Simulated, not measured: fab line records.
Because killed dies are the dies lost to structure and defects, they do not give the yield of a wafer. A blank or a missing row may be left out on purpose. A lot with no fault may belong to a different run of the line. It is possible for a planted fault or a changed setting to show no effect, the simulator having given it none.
Which of the tools did it? + flow berkeleyCmos170 + 14 lots with 42 wafers sampled at 2 steps, on a route of 331 steps

## WHAT THE GAUGES READ, wafer by wafer
UCB170_PVT_OVL_MEAS_06. Usual: PVT_OVL 1 nm, standard deviation 5.1.
| lot  | measured     | on         | PVT_OVL (nm) | flag |
|------|--------------|------------|--------------|------|
| L483 | day 6 16:31  | overlay-02 | 12 1 4       |      |
| L484 | day 6 16:52  | overlay-02 | -1 -6 -6     |      |
| L485 | day 7 08:50  | overlay-02 | 2 5 4        |      |
| L487 | day 7 21:47  | overlay-02 | -1 -6 -7     |      |
| L488 | day 7 21:14  | overlay-01 | 9 4 13       |      |
| L489 | day 7 21:56  | overlay-01 | 4 0 4        |      |
| L490 | day 7 21:31  | overlay-02 | 5 8 5        |      |
| L493 | day 9 08:10  | overlay-01 | -2 -1 -7     |      |
| L497 | day 10 01:08 | overlay-02 | -4 -6 0      |      |
| L498 | day 10 12:16 | overlay-01 | -2 2 1       |      |
| L500 | day 10 13:46 | overlay-02 | 8 10 9       |      |
| L501 | day 10 12:32 | overlay-01 | 1 2 3        |      |
| L503 | day 10 23:13 | overlay-02 | 8 4 5        |      |
| L504 | day 11 06:04 | overlay-02 | 4 4 -3       |      |

## EACH LOT AND THE TOOL THAT RAN IT (in order: tool; ch and the chambers of the sampled wafers; start)
| lot  | UCB170_NWELL_STRIP_15              |
|------|------------------------------------|
| L483 | plasmaAsher-03 ch 0,1, day 3 03:26 |
| L484 | plasmaAsher-01 ch 0,1, day 3 03:43 |
| L485 | plasmaAsher-01 ch 0, day 3 15:02   |
| L487 | plasmaAsher-04 ch 0,1, day 3 20:34 |
| L488 | plasmaAsher-04 ch 0,1, day 4 04:12 |
| L489 | plasmaAsher-03 ch 0,1, day 4 04:27 |
| L490 | plasmaAsher-04 ch 0,1, day 4 04:28 |
| L493 | plasmaAsher-04 ch 0,1, day 5 02:39 |
| L497 | plasmaAsher-01 ch 0,1, day 5 21:09 |
| L498 | plasmaAsher-03 ch 0,1, day 6 00:29 |
| L500 | plasmaAsher-04 ch 0,1, day 6 08:54 |
| L501 | plasmaAsher-04 ch 0,1, day 6 15:39 |
| L503 | plasmaAsher-04 ch 0,1, day 7 02:07 |
| L504 | plasmaAsher-03 ch 0,1, day 7 08:50 |
- UCB170_NWELL_STRIP_15: strips in O2.

## WHAT THE TOOLS THEMSELVES READ (means of the sampled wafers that have a number; where no wafer has one, the mark that the record gives instead)
UCB170_NWELL_STRIP_15. Usual: drypumpMotorCurrentA 5.5 A, standard deviation 0.66; o2FlowSccm 399.7 sccm, standard deviation 1.2; oesProductAu 0.721 a.u., standard deviation 0.0047; stripTimeToEndpointS 17.99 s, standard deviation 0.057.
| lot  | tool           | drypumpMotorCurrentA (A) | o2FlowSccm (sccm) | oesProductAu (a.u.) | stripTimeToEndpointS (s) | flag |
|------|----------------|--------------------------|-------------------|---------------------|--------------------------|------|
| L483 | plasmaAsher-03 | 5.6                      | 399.9             | 0.721               | 17.93                    |      |
| L484 | plasmaAsher-01 | 5.9                      | 398.0             | 0.726               | 17.99                    |      |
| L485 | plasmaAsher-01 | 6.6                      | 399.4             | 0.724               | 17.95                    |      |
| L487 | plasmaAsher-04 | 5.6                      | 400.2             | 0.716               | 17.99                    |      |
| L488 | plasmaAsher-04 | 5.2                      | 400.9             | 0.720               | 17.97                    |      |
| L489 | plasmaAsher-03 | 5.5                      | 399.2             | 0.724               | 17.97                    |      |
| L490 | plasmaAsher-04 | 5.6                      | 399.0             | 0.720               | 18.02                    |      |
| L493 | plasmaAsher-04 | 5.1                      | 401.0             | 0.721               | 17.93                    |      |
| L497 | plasmaAsher-01 | 5.8                      | 399.2             | 0.722               | 18.01                    |      |
| L498 | plasmaAsher-03 | 5.2                      | 400.4             | 0.721               | 18.02                    |      |
| L500 | plasmaAsher-04 | 5.1                      | 400.6             | 0.719               | 17.96                    |      |
| L501 | plasmaAsher-04 | 5.6                      | 400.0             | 0.717               | 17.94                    |      |
| L503 | plasmaAsher-04 | 5.1                      | 398.4             | 0.725               | 18.01                    |      |
| L504 | plasmaAsher-03 | 5.5                      | 399.4             | 0.721               | 18.01                    |      |

## THE ANSWER, worked out from the rows above alone
Rule: lot off if the mean of its wafers having a number is beyond 3 standard deviations from the usual mean. A lot without any number at a reading at which 4 lots or more have one is off too. The other lots that the step has rows for count as sound. Order of review: gauges by route order, followed by the tools' own readings, for which a lot's mean as printed above is used. At the first step where some lot is off, the reading lying furthest off is the one used; lots without a number count as furthest.
No lot is off at any reading shown: from this, nothing can be told.

## WHAT THE SIMULATOR HAD INSERTED
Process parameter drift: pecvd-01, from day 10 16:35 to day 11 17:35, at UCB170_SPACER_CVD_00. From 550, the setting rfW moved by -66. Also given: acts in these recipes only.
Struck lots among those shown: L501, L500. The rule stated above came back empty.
